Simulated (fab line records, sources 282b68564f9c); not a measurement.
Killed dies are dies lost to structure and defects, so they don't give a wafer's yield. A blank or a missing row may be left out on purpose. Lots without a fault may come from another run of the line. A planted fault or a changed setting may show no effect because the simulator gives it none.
fab line records | flow rit_cmos | part 2 of 2: steps 30 to 40 of 40
record lots=5 wafers=15 last_day=6
route steps=202 shown SILICIDE@162 CONTACT@168 M1@184
lots that met no fault: from a run of the same line without faults
start_h: hours from the record's first day to the start of the lot's first wafer shown | wait_h: hours since the lot's step before | " the same as in the row above | L1.1+2: a row that stands for several wafers | - no value, or no start given | * or withheld: withheld | < > ~ a bound
route shown NAME@n: a module of which the file shows steps, and the number in the route of the first | usual: mean/standard deviation of fault-free wafers | same: alike in all rows | chamber/n: place in a boat | sites: the reading at each site | _std_site: their standard deviation | _edge_site: outer sites' mean less inner sites' | radius_mm: how far each site lies from the wafer's centre | mask NAME#n: copy n | behind: the tool/chamber that last shaped the wafer | hold: why the lot was held/for how many hours/how that ended | device: the transistor (n, p or np) that didn't switch | end of line: the same wafers' tests at the end of the route | a step without rows: its recipe alone | killed: dies lost to structure and defects at the first sort, not the wafer's yield | map: a wafer's dies, x killed, . not, _ none there
set.NAME: the setting as run; set.NAME@STEP: as run at that earlier step | model.NAME: the simulator's own value behind a step, which no gauge read
lots at some steps of the route; a table a step, a row a wafer
services: from which hour (start_h, from the record's first day; less than 0 if before it) a tool's chamber was out of use, for how many hours, and why
## steps
# step RIT_M1_PEB_07
# recipe resist=NOVOLAK temp_c=withheld time_s=withheld
# columns lot.wafer tool chamber start_h wait_h
L075.1+2+4 litho_track-04 0 58.63 0.1
L076.3+4+6 litho_track-04 0 63.63 0.1
L080.3+5+6 litho_track-03 0 85.98 0.2
L088.3+5+6 litho_track-02 0 127.86 0.1
L089.3+5+6 litho_track-04 0 129.72 0.1
# step RIT_M1_DEVELOP_08
# recipe resist=NOVOLAK develop_time_s=68 dev_temp_c=23
# columns lot.wafer tool chamber start_h wait_h
L075.1+2+4 litho_track-04 0 - -
L076.3+4+6 litho_track-04 0 - -
L080.3+5+6 litho_track-03 0 - -
L088.3+5+6 litho_track-02 0 - -
L089.3+5+6 litho_track-04 0 - -
# step RIT_M1_CD_MEAS_09
# recipe target_cd_nm=2600
# usual cd_nm=2599.7/2.5
# columns lot.wafer tool chamber start_h wait_h cd_nm
L075.1 cd_sem-02 - 58.94 - 2600.5
L075.2 " - " " 2599.1
L075.4 " - " " 2601.4
L076.3 cd_sem-02 - 63.93 - 2598.9
L076.4 " - " " 2596.0
L076.6 " - " " 2599.9
L080.3 cd_sem-02 - 86.28 - 2599.1
L080.5 " - " " 2596.6
L080.6 " - " " 2599.4
L088.3 cd_sem-02 - 128.17 - 2598.6
L088.5 " - " " 2600.1
L088.6 " - " " 2598.2
L089.3 cd_sem-02 - 130.03 - 2598.9
L089.5 " - " " 2601.1
L089.6 " - " " 2602.0
# step RIT_M1_OVL_MEAS_10
# usual M1_OVL=0.0/1.2
# columns lot.wafer tool chamber start_h wait_h M1_OVL[nm]
L075.1 overlay-01 - 59.10 0.1 -1.0
L075.2 " - " " -0.6
L075.4 " - " " -1.1
L076.3 overlay-01 - 64.03 0.1 -3.6
L076.4 " - " " -2.2
L076.6 " - " " -3.0
L080.3 overlay-01 - 86.38 0.1 -2.1
L080.5 " - " " -1.7
L080.6 " - " " -0.2
L088.3 overlay-01 - 128.26 0.1 -1.1
L088.5 " - " " 0.0
L088.6 " - " " -0.7
L089.3 overlay-02 - 130.12 0.1 0.7
L089.5 " - " " -0.3
L089.6 " - " " -0.8
# step RIT_M1_HARDBAKE_11
# recipe resist=NOVOLAK temp_c=140 time_s=120
# columns lot.wafer tool chamber start_h wait_h
L075.1+2+4 litho_track-04 0 59.13 0.0
L076.3+4+6 litho_track-03 0 64.13 0.1
L080.3+5+6 litho_track-03 0 86.48 0.1
L088.3+5+6 litho_track-03 0 128.37 0.1
L089.3+5+6 litho_track-03 0 130.22 0.1
# step RIT_M1_METAL_ETCH_12
# recipe stop_on=SiO2 chemistry=Cl2/BCl3 target=Al time_s=165 over_etch_frac=0.5 pressure_mtorr=100 target_depth_a=6000 rf_w=250 Cl2_flow_sccm=60 bcl3_flow_sccm=50
# usual chamber_pressure_mTorr=100.02/0.09 drypump_motor_current_A=5.8/0.47 oes_product_au=0.779/0.011 throttle_valve_pct=8.28/0.11
# columns lot.wafer tool chamber start_h wait_h chamber_pressure_mTorr drypump_motor_current_A oes_product_au rf_hours_counter_h throttle_valve_pct
L075.1 rie_metal-03 0 59.38 0.2 99.96 5.8 0.782 1 8.45
L075.2 " 1 " " 100.06 5.6 0.773 1 8.13
L075.4 " 1 " " 100.00 5.7 0.776 - 8.12
L076.3 rie_metal-02 1 64.35 0.2 100.10 6.6 0.761 - 8.23
L076.4 " 0 " " 99.90 5.0 0.785 - 8.36
L076.6 " 1 " " 100.00 6.6 0.772 - 8.22
L080.3 rie_metal-01 1 86.71 0.2 100.07 5.8 0.796 - 8.25
L080.5 " 1 " " 100.06 5.8 0.795 - 8.25
L080.6 " 0 " " 100.16 6.0 0.762 - 8.22
L088.3 rie_metal-02 0 128.59 0.2 99.99 5.1 0.800 - 8.36
L088.5 " 1 " " 99.93 6.6 0.768 - 8.24
L088.6 " 0 " " 100.01 5.1 0.785 - 8.35
L089.3 rie_metal-01 1 130.45 0.2 100.16 5.8 0.787 - 8.25
L089.5 " 1 " " 100.03 5.8 0.803 - 8.25
L089.6 " 0 " " 100.04 6.1 0.762 - 8.21
# step RIT_M1_STRIP_13
# recipe chemistry=nmp resist=NOVOLAK temp_c=80 time_s=600 dry=n2_spin
# usual bath_guard_temp_C=80.0/0.47
# columns lot.wafer tool chamber start_h wait_h bath_guard_temp_C
L075.1 wet_bench-01 3 59.54 0.1 79.8
L075.2 " 3 " " 80.0
L075.4 " 3 " " 79.7
L076.3 wet_bench-01 2 64.46 0.1 80.5
L076.4 " 2 " " 80.2
L076.6 " 2 " " 80.5
L080.3 wet_bench-01 1 86.81 0.1 80.0
L080.5 " 1 " " 79.9
L080.6 " 1 " " 79.8
L088.3 wet_bench-02 3 128.70 0.1 80.4
L088.5 " 3 " " 80.0
L088.6 " 3 " " 79.9
L089.3 wet_bench-03 3 130.55 0.1 79.3
L089.5 " 3 " " 79.2
L089.6 " 3 " " 79.5
# step RIT_M1_STRIP_14
# recipe chemistry=O2 time_s=180 platen_temp_c=withheld power_w=500 pressure_mtorr=4000 o2_flow_sccm=4000
# usual chamber_pressure_mTorr=4000/3.4 drypump_motor_current_A=6.1/0.57
# columns lot.wafer tool chamber start_h wait_h chamber_pressure_mTorr drypump_motor_current_A rf_hours_counter_h
L075.1 plasma_asher-03 1 59.72 0.0 3996 5.4 43
L075.2 " 0 " " 3998 6.7 43
L075.4 " 1 " " 4001 5.4 -
L076.3 plasma_asher-03 0 64.70 0.1 3997 6.7 -
L076.4 " 1 " " 4004 5.5 -
L076.6 " 1 " " 3998 5.5 -
L080.3 plasma_asher-03 0 87.08 0.1 4004 6.7 -
L080.5 " 1 " " 3999 5.5 -
L080.6 " 0 " " 3998 6.7 -
L088.3 plasma_asher-03 1 128.94 0.1 4000 5.4 -
L088.5 " 1 " " 3999 5.4 -
L088.6 " 0 " " 4002 6.7 -
L089.3 plasma_asher-02 1 130.79 0.1 3998 5.7 -
L089.5 " 1 " " 3998 5.7 -
L089.6 " 0 " " 3994 5.5 -
# step RIT_M1_CD_MEAS_90
# recipe target_cd_nm=2600
# usual cd_nm=2600.1/2.5
# columns lot.wafer tool chamber start_h wait_h cd_nm
L075.1 cd_sem-01 - 59.89 0.1 2601.4
L075.2 " - " " 2599.8
L075.4 " - " " 2601.6
L076.3 cd_sem-01 - 64.85 0.1 2598.3
L076.4 " - " " 2595.6
L076.6 " - " " 2598.9
L080.3 cd_sem-02 - 87.24 0.1 2597.5
L080.5 " - " " 2597.6
L080.6 " - " " 2598.1
L088.3 cd_sem-01 - 129.10 0.1 2597.8
L088.5 " - " " 2599.4
L088.6 " - " " 2596.8
L089.3 cd_sem-02 - 130.94 0.1 2598.6
L089.5 " - " " 2600.6
L089.6 " - " " 2601.6
# step RIT_M1_ANNEAL_15
# recipe temp_c=450 time_s=1800 ambient=forming_gas_H2N2
# usual tube_center_temp_C_max=451.17/0.2 zone_power_load_pct=6.84/0.29
# columns lot.wafer tool chamber start_h wait_h tube_center_temp_C_max zone_power_load_pct
L075.1 - - 60.61 0.7 450.81 6.37
L075.2 " - " " 451.04 6.46
L075.4 " - " " 451.14 6.46
L076.3 - - 65.85 1.0 451.09 7.23
L076.4 " - " " 451.08 7.13
L076.6 " - " " 451.09 6.98
L080.3 - - 87.32 0.1 451.22 7.11
L080.5 " - " " 450.97 7.02
L080.6 " - " " 450.92 7.15
L088.3 - - 129.18 0.1 451.17 7.13
L088.5 " - " " 451.31 7.12
L088.6 " - " " 451.22 7.08
L089.3 - - 131.02 0.1 451.12 7.00
L089.5 " - " " 450.96 7.00
L089.6 " - " " 451.21 7.03
# step RIT_M1_BOW_MEAS_16
# recipe mode=bow
# usual M1_BOW=17/6.8
# columns lot.wafer tool chamber start_h wait_h M1_BOW[um]
L075.1 film_metro-04 - 62.11 0.0 26
L075.2 " - " " 25
L075.4 " - " " 24
L076.3 film_metro-03 - 67.39 0.0 26
L076.4 " - " " 11
L076.6 " - " " 9
L080.3 film_metro-04 - 88.86 0.0 27
L080.5 " - " " 15
L080.6 " - " " 11
L088.3 film_metro-03 - 130.72 0.0 8
L088.5 " - " " 14
L088.6 " - " " 15
L089.3 film_metro-02 - 132.56 0.0 12
L089.5 " - " " 23
L089.6 " - " " 7
## services
# columns tool chamber start_h hours kind
rie_diel-02 1 31.86 13.1 repair
pvd_sputter-04 - 33.28 5.9 repair
wet_bench-03 - 33.69 1.9 pm
rie_diel-03 1 33.75 4.2 repair
rie_diel-04 - 42.71 0.9 repair
rie_diel-04 0 56.91 12.7 repair
pecvd-04 - 57.33 1.1 repair
pecvd-03 2 67.45 14.0 repair
rie_diel-03 - 67.91 0.5 repair
rie_diel-04 0 70.42 10.5 repair
rie_metal-02 - 71.71 2.8 pm
pecvd-03 - 79.46 1.1 repair
iline_stepper-02 - 81.00 2.1 pm
pvd_sputter-04 - 81.90 1.2 repair
pecvd-03 1 82.19 6.5 repair
pvd_sputter-04 - 92.86 1.8 repair
furnace-03 - 94.24 2.5 pm
rie_metal-01 0 94.32 30.1 repair
pecvd-04 - 98.63 1.9 repair
pecvd-02 - 100.54 14.6 pm
furnace-01 - 108.52 3.8 pm
plasma_asher-02 - 108.75 9.0 pm
plasma_asher-03 - 117.44 8.2 repair
pvd_sputter-04 - 122.62 1.2 repair
